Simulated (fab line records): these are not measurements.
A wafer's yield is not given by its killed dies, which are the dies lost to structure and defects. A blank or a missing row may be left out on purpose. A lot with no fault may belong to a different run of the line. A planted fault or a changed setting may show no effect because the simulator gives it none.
Lot-split experiment | flow berkeley_cmos170 | 4 lots, 10 wafers read, on a route of 331 steps

## THE SPLIT ITSELF
At UCB170_ACTIVE_COAT_08 (resist thk 900 nm), the setting spin_rpm was moved away from the recipe's 1500 rpm on 3 of the 10 wafers read, by -6.9% to +4.3%. This setting was run at the recipe's value on the other wafers.

## FROM THE SPLIT TO THE READING: what the file shows between them, 2 steps
- UCB170_ACTIVE_SOFTBAKE_09: time 60 s
- UCB170_ACTIVE_EXPOSE_10: exposes mask ACTIVE, target cd 1200 nm

## THE READING
etch.depth_nm (the simulator's own value, which no gauge read), in nm, at UCB170_ACTIVE_ETCH_15 (etches Si3N4 in CH3F/Ar/O2, stops on SiO2, target depth 242 nm, time 151 s). The file does not state a usual value for it. Across the 7 wafers here that went through the recipe, the average is 221.1 nm and the standard deviation 3.4 nm.

wafer  | tool, chamber at the split | spin_rpm as run, rpm | against the recipe | etch.depth_nm, nm | against lot-mates on the recipe
L075.1 | litho_track-02, 0          | 1564                 | +4.3%              | 228               | +1.6
L075.2 | litho_track-02, 0          | 1500                 | recipe             | 226.4             | -
L075.4 | litho_track-02, 0          | 1500                 | recipe             | 226.4             | -
L076.1 | litho_track-04, 0          | 1397                 | -6.9%              | 214.3             | -3.6
L076.3 | litho_track-04, 0          | 1397                 | -6.9%              | 215.1             | -2.8
L076.5 | litho_track-04, 0          | 1500                 | recipe             | 217.9             | -
L079.6 | litho_track-03, 0          | 1500                 | recipe             | 218.6             | -
L084.1 | litho_track-03, 0          | 1500                 | recipe             | 219.9             | -
L084.2 | litho_track-03, 0          | 1500                 | recipe             | 218.7             | -
L084.3 | litho_track-03, 0          | 1500                 | recipe             | 219.7             | -

FIT RESULTS
A straight line over all 10 wafers: etch.depth_nm changes by +1.08 nm for each +1% of spin_rpm; r = +0.76; the points scatter about the line by 3.3 nm.
The same after taking each lot's own level away (the mean of its wafers on the recipe; 10 wafers): +0.446 nm for each +1%; r = +0.97; scatter 0.39 nm.
The reading moves by 3.1 nm for the largest change in spin_rpm, on that fit.
From 217.90 to 226.40 nm: that is the span of the lots' own levels, equal to 2.5 times the standard deviation above.
So the lot-to-lot level blurs the effect unless lot-mates are compared.
Check: -2.75 nm against its lot-mates is what the line predicts for one of the wafers moved furthest among these (-6.9%) when that wafer is left out of the fit. It came out at -3.6 nm against them.

## FURTHER SPLITS ON THESE WAFERS
These wafers also went through other splits before the reading. Each is held against what the fit with the lots' levels taken away leaves over:
other split on the same wafers         | wafers away from the commonest value | r with etch.depth_nm (lot level and that fit taken away)
UCB170_NWELL_CVD_04 pressure_mtorr     | 7                                    | +0.07
UCB170_NWELL_IMPLANT_14 dose_cm2       | 1                                    | +0.05
UCB170_WELLDRIVE_OXIDATION_01 temp_c   | 7                                    | -0.07
UCB170_ACTIVE_CVD_05 sih2cl2_flow_sccm | 6                                    | -0.02

## THE WHOLE CHAIN: every reading that the file lists as answering this split, in the file's order
step                   | what it does                                                               | reading                                                                       | change (the file's fit)               | r (the file's)
UCB170_ACTIVE_COAT_08  | resist thk 900 nm                                                          | KrF_of_ACTIVE_COAT_08.thk_nm (the simulator's own value, which no gauge read) | -4.61 nm for each +1% of the setting  | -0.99
UCB170_ACTIVE_ETCH_15  | etches Si3N4 in CH3F/Ar/O2, stops on SiO2, target depth 242 nm, time 151 s | KrF_of_ACTIVE_COAT_08.thk_nm (the simulator's own value, which no gauge read) | -4.9 nm for each +1% of the setting   | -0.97
UCB170_ACTIVE_ETCH_15  | etches Si3N4 in CH3F/Ar/O2, stops on SiO2, target depth 242 nm, time 151 s | etch.depth_nm (the simulator's own value, which no gauge read)                | +0.443 nm for each +1% of the setting | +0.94
UCB170_ACTIVE_STRIP_16 | strips in O2                                                               | strip_time_to_endpoint_s                                                      | withheld for each +1% of the setting  | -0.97

## THE FILE'S OWN FIT
etch.depth_nm changes by +0.443 nm for each +1% of spin_rpm, r = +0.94.
